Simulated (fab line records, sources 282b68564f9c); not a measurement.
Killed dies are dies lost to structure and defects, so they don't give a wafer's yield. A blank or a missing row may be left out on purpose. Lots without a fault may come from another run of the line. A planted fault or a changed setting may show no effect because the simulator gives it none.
Which tool did it? | flow rit_cmos | 15 lots, 45 wafers sampled, at 2 steps of a route of 202

WHAT THE GAUGES READ, wafer by wafer
RIT_SDANNEAL_RS_MEAS_06: measures by four-point-probe. Usual: PLDD_RS 178.7 ohm/sq, standard deviation 0.49.
lot  | measured     | on            | PLDD_RS (ohm/sq)  | flag
L406 | day 3 06:43  | film_metro-03 | 179.0 178.9 178.9 |
L407 | day 3 19:46  | film_metro-01 | 179.3 179.2 178.7 |
L408 | day 4 02:06  | film_metro-03 | 178.9 179.2 179.5 |
L409 | day 4 08:54  | film_metro-04 | 178.5 178.5 178.7 |
L412 | day 4 20:57  | film_metro-01 | - - -             | OFF
L413 | day 5 00:07  | film_metro-01 | - - -             | OFF
L414 | day 5 14:59  | film_metro-03 | 179.3 178.5 178.9 |
L415 | day 5 15:22  | film_metro-04 | - - -             | OFF
L418 | day 6 06:34  | film_metro-04 | 178.3 178.6 178.5 |
L419 | day 6 10:23  | film_metro-01 | 178.8 178.7 179.3 |
L420 | day 6 13:27  | film_metro-01 | 178.1 178.8 178.8 |
L422 | day 6 21:35  | film_metro-01 | 178.0 178.0 178.1 |
L425 | day 7 11:58  | film_metro-04 | 178.8 179.2 178.4 |
L428 | day 7 22:18  | film_metro-04 | 178.3 179.1 178.3 |
L427 | day 19 10:14 | film_metro-01 | 178.8 179.0 178.4 |

WHICH TOOL RAN EACH LOT (tool, then ch and the chambers of the sampled wafers, then the start)
lot  | RIT_PLDD_IMPLANT_08
L406 | implanter-02 ch 0, day 3 00:08
L407 | implanter-02 ch 0, day 3 12:18
L408 | implanter-01 ch 0, day 3 19:20
L409 | implanter-03 ch 0, day 4 02:10
L412 | implanter-02 ch 0, day 4 14:26
L413 | implanter-02 ch 0, day 4 17:33
L414 | implanter-01 ch 0, day 5 08:13
L415 | implanter-02 ch 0, day 5 08:37
L418 | implanter-01 ch 0, day 5 23:05
L419 | implanter-03 ch 0, day 6 02:46
L420 | implanter-01 ch 0, day 6 06:38
L422 | implanter-03 ch 0, day 6 14:31
L425 | implanter-03 ch 0, day 7 04:57
L428 | implanter-03 ch 0, day 7 15:51
L427 | implanter-03 ch 0, day 19 02:46
- RIT_PLDD_IMPLANT_08

WHAT THE TOOLS THEMSELVES READ (means of the sampled wafers that have a number; where no wafer has one, the mark that the record gives instead)
RIT_PLDD_IMPLANT_08. Usual: beam_on_s 10.00 s, standard deviation 0.18; tilt_deg 7.001 degrees, standard deviation 0.019.
lot  | tool         | beam_on_s (s) | tilt_deg (degrees) | flag
L406 | implanter-02 | 10.15         | 7.010              |
L407 | implanter-02 | 10.08         | 7.018              |
L408 | implanter-01 | 10.00         | 6.976              |
L409 | implanter-03 | 9.85          | 7.040              |
L412 | implanter-02 | 10.03         | 7.792              | OFF
L413 | implanter-02 | 10.03         | 7.776              | OFF
L414 | implanter-01 | 9.99          | 7.005              |
L415 | implanter-02 | 10.12         | 7.783              | OFF
L418 | implanter-01 | 10.14         | 7.010              |
L419 | implanter-03 | 9.82          | 6.984              |
L420 | implanter-01 | 9.83          | 6.997              |
L422 | implanter-03 | 9.73          | 7.000              |
L425 | implanter-03 | 10.17         | 6.998              |
L428 | implanter-03 | 10.02         | 6.989              |
L427 | implanter-03 | 10.14         | 6.993              |

THE ANSWER, worked out from the rows above alone
Rule: a lot is off if the mean of its wafers that have a number lies more than 3 standard deviations from the usual mean. A lot without any number at a reading at which 4 lots or more have one is off too. The other lots that the step has rows for count as sound. The gauges are gone through in route order, then the tools' own readings, and for those a lot's mean is taken as printed above. The first step at which some lot is off is used, and at that step the reading that is off furthest; a lot without a number counts as furthest.
Off: L412, L413, L415, at RIT_SDANNEAL_RS_MEAS_06 (PLDD_RS). Without a number there: L412, L413, L415.
A tool fits if, at a process step before that reading, it ran every lot that is off, and no sound lot after the first of them. The gauges at RIT_SDANNEAL_RS_MEAS_06 aren't tried: what is off there is off at RIT_PLDD_IMPLANT_08 too, on other tools, and a gauge's error can't cause that. One fits: implanter-02 at RIT_PLDD_IMPLANT_08. Its last sound lot is L407 (day 3 12:18), its first lot that is off L412 (day 4 14:26): a fault that began between those two fits.
The tool's own readings at RIT_PLDD_IMPLANT_08 bear it out: on the lots that are off they differ by more than 5 times the standard deviation of the sound lots' means. tilt_deg reads 7.784 degrees there against 7.002 degrees on the sound lots.

WHAT THE SIMULATOR HAD PUT IN
Process parameter drift: implanter-02, from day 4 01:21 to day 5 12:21, at RIT_PLDD_IMPLANT_08. Setting tilt_deg, moved by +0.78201, from 7. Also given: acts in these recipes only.
Lots struck among those shown: L412, L413, L415. The rule above found the same.
